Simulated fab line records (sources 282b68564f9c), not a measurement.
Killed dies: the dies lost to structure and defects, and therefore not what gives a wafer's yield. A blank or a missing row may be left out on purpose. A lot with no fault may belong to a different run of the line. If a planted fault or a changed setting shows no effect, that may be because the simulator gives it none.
Struck lot and sound lot, side by side || flow ritCmos || 17 out of 202 route steps
Sound: these wafers, L227.3, L227.5, L227.6. Struck: wafers L237.2, L237.3, L237.4. The cause comes at the end.
Per side, at each step with rows, come the tool, then ch with its chambers, and then its first start. Under that, the readings that differ: sound wafers || struck wafers || difference of the means || sigmas: that difference in standard deviations of wafers without a fault.
alike: readings whose means differ by less than 2 such deviations, and words and numbers that are the same on both sides. not compared: withheld readings, readings that some wafer has no value for, bounds like >300 that may hide the same value, and numbers for which the record gives no deviation and whose values overlap.
Wherever a step has rows on one side only, a row that says differs or no value, or a row with sigmas, the two part there. Numbers that don't overlap but have no deviation are shown without sigmas and don't part them. A reading that every wafer of one side lacks parts them only if that side has two wafers or more.

first, 1 step without rows for these wafers: RIT_PSD_IMPLANT_08.
RIT_PSD_STRIP_09: strips in O2, time 180 s.
  sound on plasmaAsher-04 ch 0,1, day 3 07:11; struck on plasmaAsher-03 ch 0,1, day 5 07:38
  alike: drypumpMotorCurrentA
  not compared: rfHoursCounterH
RIT_PSD_TW_MEAS_10:
  sound: filmMetro-01 at day 3 07:19; struck: filmMetro-01 at day 5 07:49
  alike: PSD_TW
then, 3 steps without rows for these wafers: RIT_SDANNEAL_CLEAN_00 (cleans in SC1, time 600 s); RIT_SDANNEAL_CLEAN_01 (cleans in dHF, time 30 s); RIT_SDANNEAL_CLEAN_02 (cleans in SC2, time 600 s).
RIT_SDANNEAL_RTA_03: time 5 s.
  sound on rtpAnneal-01 ch 0, day 3 07:46; struck on rtpAnneal-01 ch 0, day 5 08:14
  alike: annealTempCMax, wafer_temp_C_max
RIT_SDANNEAL_RS_MEAS_04: uses a four-point probe to measure.
  sound: filmMetro-02 at day 3 07:50; struck: filmMetro-02 at day 5 08:19
  alike: PSD_RS
RIT_SDANNEAL_RS_MEAS_05: uses a four-point probe to measure.
  sound: filmMetro-02 at day 3 07:58; struck: filmMetro-02 at day 5 08:26
  alike: NSD_RS
RIT_SDANNEAL_RS_MEAS_06: uses a four-point probe to measure.
  sound: filmMetro-02 at day 3 08:05; struck: filmMetro-02 at day 5 08:33
  alike: PLDD_RS
RIT_SDANNEAL_RS_MEAS_07: uses a four-point probe to measure.
  sound: filmMetro-02 at day 3 08:12; struck: filmMetro-02 at day 5 08:40
  alike: NLDD_RS
then, 1 step without rows for these wafers: RIT_SILICIDE_WET_ETCH_00 (etches SiO2 in BOE, target depth 14 nm, time 15 s).
RIT_SILICIDE_SPUTTER_01: material Ti, target thk 30 nm, time 240 s.
  sound: pvdSputter-04 at day 3 08:17; struck: pvdSputter-04 at day 5 08:47
{"reading": "model.Ti_of_SILICIDE_SPUTTER_01.thkNm (nm)", "sound": "29.88 30.15 30.22", "struck": "27.96 27.91 27.8", "difference": -2.19, "sigmas": ""}
  alike: chamberPressurePa, throttleValvePct
RIT_SILICIDE_RS_MEAS_02: uses a four-point probe to measure.
  sound: filmMetro-04 at day 3 08:30; struck: filmMetro-03 at day 5 08:57
{"reading": "SILICIDE_TI_RS (ohm/sq)", "sound": "48.2 47.6 47.5", "struck": "52.3 52.5 52.8", "difference": "+4.8", "sigmas": "+9"}
RIT_SILICIDE_THK_MEAS_03: measures by xrf.
  sound: filmMetro-04 at day 3 08:36; struck: filmMetro-03 at day 5 09:04
{"reading": "SILICIDE_TI_THK (nm)", "sound": "30.03 30.23 30.20", "struck": "28.25 28.03 28.12", "difference": -2.02, "sigmas": -7}
RIT_SILICIDE_RTA_04: time 10 s, ramp up 5 s, ramp down 5 s.
  sound on rtpAnneal-02 ch 0, day 3 08:40; struck on rtpAnneal-02 ch 0, day 5 09:07
  alike: annealTempCMax, wafer_temp_C_max
RIT_M1_PROBE_99:
  sound: prober-02 at day 3 16:28; struck: prober-02 at day 5 15:37
{"reading": "model.etest.npolyLine.lineOhmUm", "sound": "167.7 165.7 164", "struck": "177.7 175.5 178.7", "difference": "+11.5", "sigmas": ""}
{"reading": "model.etest.ppolyLine.lineOhmUm", "sound": "160.1 159.3 160", "struck": "169.7 168.7 172.9", "difference": "+10.6", "sigmas": ""}
{"reading": "model.etest.contactNplus.endOhmUm", "sound": "42.41 41.91 41.78", "struck": "40.4 39.27 39.07", "difference": -2.5, "sigmas": ""}
{"reading": "model.etest.contactPplus.endOhmUm", "sound": "43.96 42.88 44.12", "struck": "41.17 42.53 41.52", "difference": -1.91, "sigmas": ""}
{"reading": "model.etest.npolyLine.rsOhmSq", "sound": "17.02 17 16.85", "struck": "18.03 17.99 17.94", "difference": "+1.03", "sigmas": ""}
{"reading": "model.etest.ppolyLine.rsOhmSq", "sound": "16.47 16.45 16.37", "struck": "17.26 17.41 17.51", "difference": "+0.96", "sigmas": ""}
{"reading": "model.etest.npolySal.rsOhmSq", "sound": "4.332 4.29 4.313", "struck": "4.59 4.626 4.606", "difference": "+0.30", "sigmas": ""}
{"reading": "model.etest.ppolySal.rsOhmSq", "sound": "4.273 4.251 4.266", "struck": "4.587 4.573 4.568", "difference": "+0.313", "sigmas": ""}
  alike: killedAtContacts, killedAtFrontEnd, killedDies, killedOpen, killedShort

WHERE THEY PART
First at RIT_SILICIDE_RS_MEAS_02; last, within this record, at RIT_SILICIDE_THK_MEAS_03. Later steps at which nothing parts them and some readings are alike: RIT_SILICIDE_RTA_04, RIT_M1_PROBE_99.

WHY: whatever the simulator had introduced
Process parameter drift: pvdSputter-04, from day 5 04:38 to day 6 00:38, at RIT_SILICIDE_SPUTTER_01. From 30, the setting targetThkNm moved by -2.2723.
